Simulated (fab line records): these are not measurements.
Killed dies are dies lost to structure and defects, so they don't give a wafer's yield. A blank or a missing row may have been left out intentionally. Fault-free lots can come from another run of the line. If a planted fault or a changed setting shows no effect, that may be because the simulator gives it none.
Split-lot trial :: flow berkeley_cmos170 :: route with 331 steps; 5 lots, 23 wafers read

THE SPLIT ITSELF
At UCB170_WELLDRIVE_OXIDATION_01 (target thk 199 nm, ox time 9000 s), the setting temp_c was moved away from the recipe's 1100 C on 15 of the 23 wafers read, by -1.5% to +2.5%. For the rest of the wafers, this setting stayed at what the recipe calls for.

Between the split and the reading, the file records no step.

THE READING
WELLDRIVE_OXIDE_THK, in nm, at UCB170_WELLDRIVE_THK_MEAS_02. Fault-free wafers of this fab line usually give 202.0 nm, standard deviation 2.9 nm.

wafer: L075.1
tool, chamber at the split: -, -
temp_c as run, C: 1127
against the recipe: +2.5%
WELLDRIVE_OXIDE_THK, nm: 229.6
against lot-mates on the recipe: no lot-mate on the recipe

wafer: L075.2
tool, chamber at the split: -, -
temp_c as run, C: 1127
against the recipe: +2.5%
WELLDRIVE_OXIDE_THK, nm: 228.4
against lot-mates on the recipe: no lot-mate on the recipe

wafer: L075.3
tool, chamber at the split: -, -
temp_c as run, C: 1127
against the recipe: +2.5%
WELLDRIVE_OXIDE_THK, nm: 232.4
against lot-mates on the recipe: no lot-mate on the recipe

wafer: L075.4
tool, chamber at the split: -, -
temp_c as run, C: 1127
against the recipe: +2.5%
WELLDRIVE_OXIDE_THK, nm: 230.6
against lot-mates on the recipe: no lot-mate on the recipe

wafer: L075.5
tool, chamber at the split: -, -
temp_c as run, C: 1127
against the recipe: +2.5%
WELLDRIVE_OXIDE_THK, nm: 230.0
against lot-mates on the recipe: no lot-mate on the recipe

wafer: L076.1
tool, chamber at the split: furnace-04, 0
temp_c as run, C: 1100
against the recipe: recipe
WELLDRIVE_OXIDE_THK, nm: 203.9
against lot-mates on the recipe: -

wafer: L076.4
tool, chamber at the split: furnace-04, 0
temp_c as run, C: 1100
against the recipe: recipe
WELLDRIVE_OXIDE_THK, nm: 206.7
against lot-mates on the recipe: -

wafer: L076.6
tool, chamber at the split: furnace-04, 0
temp_c as run, C: 1100
against the recipe: recipe
WELLDRIVE_OXIDE_THK, nm: 202.5
against lot-mates on the recipe: -

wafer: L077.1
tool, chamber at the split: -, -
temp_c as run, C: 1084
against the recipe: -1.5%
WELLDRIVE_OXIDE_THK, nm: 184.6
against lot-mates on the recipe: no lot-mate on the recipe

wafer: L077.2
tool, chamber at the split: -, -
temp_c as run, C: 1084
against the recipe: -1.5%
WELLDRIVE_OXIDE_THK, nm: 181.6
against lot-mates on the recipe: no lot-mate on the recipe

wafer: L077.3
tool, chamber at the split: -, -
temp_c as run, C: 1084
against the recipe: -1.5%
WELLDRIVE_OXIDE_THK, nm: 177.1
against lot-mates on the recipe: no lot-mate on the recipe

wafer: L077.5
tool, chamber at the split: -, -
temp_c as run, C: 1084
against the recipe: -1.5%
WELLDRIVE_OXIDE_THK, nm: 179.2
against lot-mates on the recipe: no lot-mate on the recipe

wafer: L077.6
tool, chamber at the split: -, -
temp_c as run, C: 1084
against the recipe: -1.5%
WELLDRIVE_OXIDE_THK, nm: 178.2
against lot-mates on the recipe: no lot-mate on the recipe

wafer: L081.1
tool, chamber at the split: -, -
temp_c as run, C: 1119
against the recipe: +1.7%
WELLDRIVE_OXIDE_THK, nm: 222.8
against lot-mates on the recipe: no lot-mate on the recipe

wafer: L081.2
tool, chamber at the split: -, -
temp_c as run, C: 1119
against the recipe: +1.7%
WELLDRIVE_OXIDE_THK, nm: 224.0
against lot-mates on the recipe: no lot-mate on the recipe

wafer: L081.3
tool, chamber at the split: -, -
temp_c as run, C: 1119
against the recipe: +1.7%
WELLDRIVE_OXIDE_THK, nm: 224.4
against lot-mates on the recipe: no lot-mate on the recipe

wafer: L081.4
tool, chamber at the split: -, -
temp_c as run, C: 1119
against the recipe: +1.7%
WELLDRIVE_OXIDE_THK, nm: 225.6
against lot-mates on the recipe: no lot-mate on the recipe

wafer: L081.5
tool, chamber at the split: -, -
temp_c as run, C: 1119
against the recipe: +1.7%
WELLDRIVE_OXIDE_THK, nm: 223.9
against lot-mates on the recipe: no lot-mate on the recipe

wafer: L083.1
tool, chamber at the split: -, -
temp_c as run, C: 1100
against the recipe: recipe
WELLDRIVE_OXIDE_THK, nm: 201.4
against lot-mates on the recipe: -

wafer: L083.2
tool, chamber at the split: -, -
temp_c as run, C: 1100
against the recipe: recipe
WELLDRIVE_OXIDE_THK, nm: 198.0
against lot-mates on the recipe: -

wafer: L083.4
tool, chamber at the split: -, -
temp_c as run, C: 1100
against the recipe: recipe
WELLDRIVE_OXIDE_THK, nm: 196.9
against lot-mates on the recipe: -

wafer: L083.5
tool, chamber at the split: -, -
temp_c as run, C: 1100
against the recipe: recipe
WELLDRIVE_OXIDE_THK, nm: 199.4
against lot-mates on the recipe: -

wafer: L083.6
tool, chamber at the split: -, -
temp_c as run, C: 1100
against the recipe: recipe
WELLDRIVE_OXIDE_THK, nm: 193.5
against lot-mates on the recipe: -

THE FIT
A straight line over all 23 wafers: WELLDRIVE_OXIDE_THK changes by +13 nm for each +1% of temp_c; r = +0.99; the points scatter about the line by 3.1 nm.
Too few moved wafers have a lot-mate on the recipe to fit a line with each lot's own level taken away.

THE WHOLE CHAIN: every reading that the file lists as answering this split, in the file's order
step: UCB170_WELLDRIVE_OXIDATION_01
what it does: target thk 199 nm, ox time 9000 s
reading: SiO2_of_WELLDRIVE_OXIDATION_01.thk_nm (the simulator's own value, which no gauge read)
change (the file's fit): +13 nm for each +1% of the setting
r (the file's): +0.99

step: UCB170_WELLDRIVE_THK_MEAS_02
what it does: 
reading: WELLDRIVE_OXIDE_THK
change (the file's fit): +13 for each +1% of the setting
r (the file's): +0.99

FILE'S OWN FIT
WELLDRIVE_OXIDE_THK changes by +13 nm for each +1% of temp_c, r = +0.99.
